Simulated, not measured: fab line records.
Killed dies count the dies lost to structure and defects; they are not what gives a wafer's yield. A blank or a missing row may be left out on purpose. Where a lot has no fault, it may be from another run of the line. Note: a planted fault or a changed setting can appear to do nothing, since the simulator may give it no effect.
Which tool was responsible? / flow berkeley_cmos170 / 42 wafers sampled from 14 lots at 1 step of a route of 331

WHAT THE GAUGES SHOWED, per wafer
The record lacks any reading of a measuring or inspecting step that a usual standard deviation could be used to judge.

WHICH TOOL RAN EACH LOT (tool, then ch and the chambers of the sampled wafers, then the start)
lot=L520; UCB170_M1_METAL_ETCH_12=rie_metal-03 ch 0,1, day 8 02:44
lot=L517; UCB170_M1_METAL_ETCH_12=rie_metal-04 ch 0,1, day 8 04:12
lot=L516; UCB170_M1_METAL_ETCH_12=rie_metal-02 ch 1, day 8 04:39
lot=L519; UCB170_M1_METAL_ETCH_12=rie_metal-03 ch 0, day 8 11:46
lot=L518; UCB170_M1_METAL_ETCH_12=rie_metal-04 ch 0,1, day 8 12:02
lot=L522; UCB170_M1_METAL_ETCH_12=rie_metal-03 ch 0,1, day 9 05:26
lot=L523; UCB170_M1_METAL_ETCH_12=rie_metal-04 ch 0,1, day 9 13:55
lot=L529; UCB170_M1_METAL_ETCH_12=rie_metal-03 ch 0,1, day 10 13:49
lot=L531; UCB170_M1_METAL_ETCH_12=rie_metal-03 ch 1, day 10 16:14
lot=L526; UCB170_M1_METAL_ETCH_12=rie_metal-04 ch 0,1, day 10 16:32
lot=L534; UCB170_M1_METAL_ETCH_12=rie_metal-04 ch 1, day 11 14:07
lot=L535; UCB170_M1_METAL_ETCH_12=rie_metal-02 ch 0,1, day 11 15:16
lot=L536; UCB170_M1_METAL_ETCH_12=rie_metal-04 ch 0,1, day 12 02:48
lot=L539; UCB170_M1_METAL_ETCH_12=rie_metal-02 ch 0,1, day 12 14:54
- UCB170_M1_METAL_ETCH_12: etches Al in Cl2/BCl3, stops on PSG, target depth 780 nm, time 130 s.

AS READ BY THE TOOLS THEMSELVES (means over the sampled wafers that have a number; for cases with no such wafer, the mark the record gives instead)
UCB170_M1_METAL_ETCH_12.
lot=L520; tool=rie_metal-03; bcl3_flow_sccm (sccm)=45.12; drypump_motor_current_A (A)=5.3; he_backside_leak_sccm (sccm)=3.40; oes_product_au (a.u.)=0.851; throttle_valve_pct (%)=24.61
lot=L517; tool=rie_metal-04; bcl3_flow_sccm (sccm)=45.11; drypump_motor_current_A (A)=6.2; he_backside_leak_sccm (sccm)=3.26; oes_product_au (a.u.)=0.853; throttle_valve_pct (%)=24.47
lot=L516; tool=rie_metal-02; bcl3_flow_sccm (sccm)=44.84; drypump_motor_current_A (A)=5.9; he_backside_leak_sccm (sccm)=3.74; oes_product_au (a.u.)=0.851; throttle_valve_pct (%)=24.26
lot=L519; tool=rie_metal-03; bcl3_flow_sccm (sccm)=44.87; drypump_motor_current_A (A)=4.7; he_backside_leak_sccm (sccm)=3.60; oes_product_au (a.u.)=0.858; throttle_valve_pct (%)=24.68
lot=L518; tool=rie_metal-04; bcl3_flow_sccm (sccm)=44.98; drypump_motor_current_A (A)=6.2; he_backside_leak_sccm (sccm)=3.22; oes_product_au (a.u.)=0.850; throttle_valve_pct (%)=24.47
lot=L522; tool=rie_metal-03; bcl3_flow_sccm (sccm)=44.92; drypump_motor_current_A (A)=5.3; he_backside_leak_sccm (sccm)=3.39; oes_product_au (a.u.)=0.864; throttle_valve_pct (%)=24.60
lot=L523; tool=rie_metal-04; bcl3_flow_sccm (sccm)=44.89; drypump_motor_current_A (A)=5.8; he_backside_leak_sccm (sccm)=3.16; oes_product_au (a.u.)=0.860; throttle_valve_pct (%)=24.34
lot=L529; tool=rie_metal-03; bcl3_flow_sccm (sccm)=45.03; drypump_motor_current_A (A)=5.9; he_backside_leak_sccm (sccm)=3.27; oes_product_au (a.u.)=0.888; throttle_valve_pct (%)=24.53
lot=L531; tool=rie_metal-03; bcl3_flow_sccm (sccm)=44.89; drypump_motor_current_A (A)=6.5; he_backside_leak_sccm (sccm)=3.17; oes_product_au (a.u.)=0.891; throttle_valve_pct (%)=24.44
lot=L526; tool=rie_metal-04; bcl3_flow_sccm (sccm)=44.99; drypump_motor_current_A (A)=6.2; he_backside_leak_sccm (sccm)=3.45; oes_product_au (a.u.)=0.854; throttle_valve_pct (%)=24.47
lot=L534; tool=rie_metal-04; bcl3_flow_sccm (sccm)=45.12; drypump_motor_current_A (A)=5.4; he_backside_leak_sccm (sccm)=3.09; oes_product_au (a.u.)=0.859; throttle_valve_pct (%)=24.23
lot=L535; tool=rie_metal-02; bcl3_flow_sccm (sccm)=44.92; drypump_motor_current_A (A)=5.9; he_backside_leak_sccm (sccm)=3.36; oes_product_au (a.u.)=0.855; throttle_valve_pct (%)=24.26
lot=L536; tool=rie_metal-04; bcl3_flow_sccm (sccm)=45.17; drypump_motor_current_A (A)=6.2; he_backside_leak_sccm (sccm)=3.42; oes_product_au (a.u.)=0.844; throttle_valve_pct (%)=24.48
lot=L539; tool=rie_metal-02; bcl3_flow_sccm (sccm)=45.01; drypump_motor_current_A (A)=5.9; he_backside_leak_sccm (sccm)=3.51; oes_product_au (a.u.)=0.857; throttle_valve_pct (%)=24.26

THE ANSWER, worked out from the rows above alone
Rule: the lots themselves supply what counts as usual. The widest of any qualifying gaps counts: lots, ordered by their means at a reading, are off when they make up no more than a third of the lots, leave a main group of 4 or more, and stand apart from it by 3 or more times the standard deviation of that group's means. The tables above print the reading to a certain number of digits; a main group whose means all agree to those digits is not used. Also off: a lot with no number at a reading for which 4 or more lots have one. The other lots that the step has rows for count as sound. After the gauges, taken in route order, come the tools' own readings; for these a lot's mean is taken, as printed above. The first step at which some lot is off is used, and at that step the reading that is off furthest; a lot without a number counts as furthest.
Off at UCB170_M1_METAL_ETCH_12 (oes_product_au): L529, L531. For the main group the mean is 0.855 a.u. and the standard deviation 0.0051.
A tool fits if, at that step or a process step before it, it ran every lot that is off, and no sound lot after the first of them. One fits: rie_metal-03 at UCB170_M1_METAL_ETCH_12. A fault onset in the window from L522 (day 9 05:26, its last sound lot) to L529 (day 10 13:49, its first lot off) fits.
The tool's own readings at UCB170_M1_METAL_ETCH_12 bear it out: on the lots that are off they differ by more than 5 times the standard deviation of the sound lots' means. oes_product_au reads 0.889 a.u. there against 0.855 a.u. on the sound lots.

WHAT THE SIMULATOR HAD INSERTED
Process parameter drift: rie_metal-03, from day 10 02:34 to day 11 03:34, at UCB170_M1_METAL_ETCH_12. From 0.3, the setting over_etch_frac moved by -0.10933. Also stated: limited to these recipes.
Struck lots among those shown: L529, L531. Same finding as the rule above.
